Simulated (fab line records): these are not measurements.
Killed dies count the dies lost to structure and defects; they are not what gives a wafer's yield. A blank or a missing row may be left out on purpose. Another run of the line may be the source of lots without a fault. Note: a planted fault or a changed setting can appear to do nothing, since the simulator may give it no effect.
8D (eight disciplines) problem report, filled in by code	flow berkeley_cmos170	the parts of the form that need people (team, actions taken, sign-off) are left out

== 1. THE ISSUE ==
chamber_pressure_pa at UCB170_M1_SPUTTER_00 reads a mean of 0.5595 Pa on 2 wafers of 2 lots; wafers without a fault read 0.4999 Pa with a standard deviation of 0.0009. That puts it +66 standard deviations away from the usual mean.
The step: material Al, target thk 600 nm, time 80 s.
The first sign was on wafer L356.1 at day 8 15:11, on pvd_sputter-01. The record has a number at this step for 42 wafers belonging to 14 lots. Rule for "out" (also "out of limits"): further than 4 standard deviations from the usual mean. The other wafers with a number count as sound.

== 2. WHAT THIS IS AND IS NOT ==
question	is	is not
which readings at this step	chamber_pressure_pa	throttle_valve_pct
which lots	L356, L360	L350, L351, L352, L353, L354, L355, L357, L361, L364, L365, L366, L372
which wafers of those lots	L356.1, L360.4	L356.2, L356.4, L360.2, L360.6
read on which tools	pvd_sputter-01	pvd_sputter-03, pvd_sputter-04
when	from day 8 15:11	up to then (20 sound wafers); but 20 sound wafers of L357, L360, L361, L364, L365, L366, L372 came after

== 3. WHAT RULES OUT EACH SUSPECT ==
Counting: any tool at a process step up to the reading remains a suspect provided it ran every lot that is out. Sound lots after the first of them don't rule it out here, since some wafers of a struck lot are sound.
- rie_diel-02 at UCB170_CONTACT_ETCH_18 (etches PSG in CHF3/CF4/Ar, stops on TiSi2, target depth 840 nm, time 195 s): kept. It ran every lot that is out, first L356 (day 8 15:11); its last sound lot up to then is L353 (day 7 19:35). UCB170_CONTACT_ETCH_18: start missing for some lots; hours and lot order therefore follow UCB170_M1_SPUTTER_00.
- pvd_sputter-01 at UCB170_M1_SPUTTER_00 (material Al, target thk 600 nm, time 80 s): kept. It ran every lot that is out, first L356 (day 8 15:11); its last sound lot up to then is L355 (day 8 04:46). On those wafers its own readings are out: chamber_pressure_pa.
What counting leaves: rie_diel-02 at UCB170_CONTACT_ETCH_18 and pvd_sputter-01 at UCB170_M1_SPUTTER_00.

== 4. THE CAUSE (what the simulator had put in) ==
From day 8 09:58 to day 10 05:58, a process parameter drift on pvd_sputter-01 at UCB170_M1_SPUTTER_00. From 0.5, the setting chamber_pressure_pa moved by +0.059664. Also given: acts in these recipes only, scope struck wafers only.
This tool is one of the 2 suspects left after counting.

== 5. THE EFFECT CHAIN, in route order ==
One row per reading whose mean, taken over the struck wafers that have a number, lies over 3 standard deviations from the usual. Only readings for which the record gives a usual standard deviation are gone through. hours: the time from each lot's start at the first step in this table that gives one to its start at this step, as a median over the lots. sigmas: the change in usual standard deviations.
hours	step	reading	usual	on struck wafers	change	sigmas
0	UCB170_M1_SPUTTER_00	chamber_pressure_pa	0.4999 Pa	0.5595	+0.0596	+66
Here are the process steps it includes:
- UCB170_M1_SPUTTER_00: material Al, target thk 600 nm, time 80 s.
Later steps that measure or inspect, where all struck wafers having a row at the step show a number for every such reading and not one has moved that far: UCB170_M1_RS_MEAS_01, UCB170_V1_THK_MEAS_04.

== 6. HOW IT WOULD HAVE BEEN CAUGHT EARLIER ==
5 hours passed between the start of the fault at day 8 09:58 and the first reading out of limits in this record, taken at day 8 15:11.
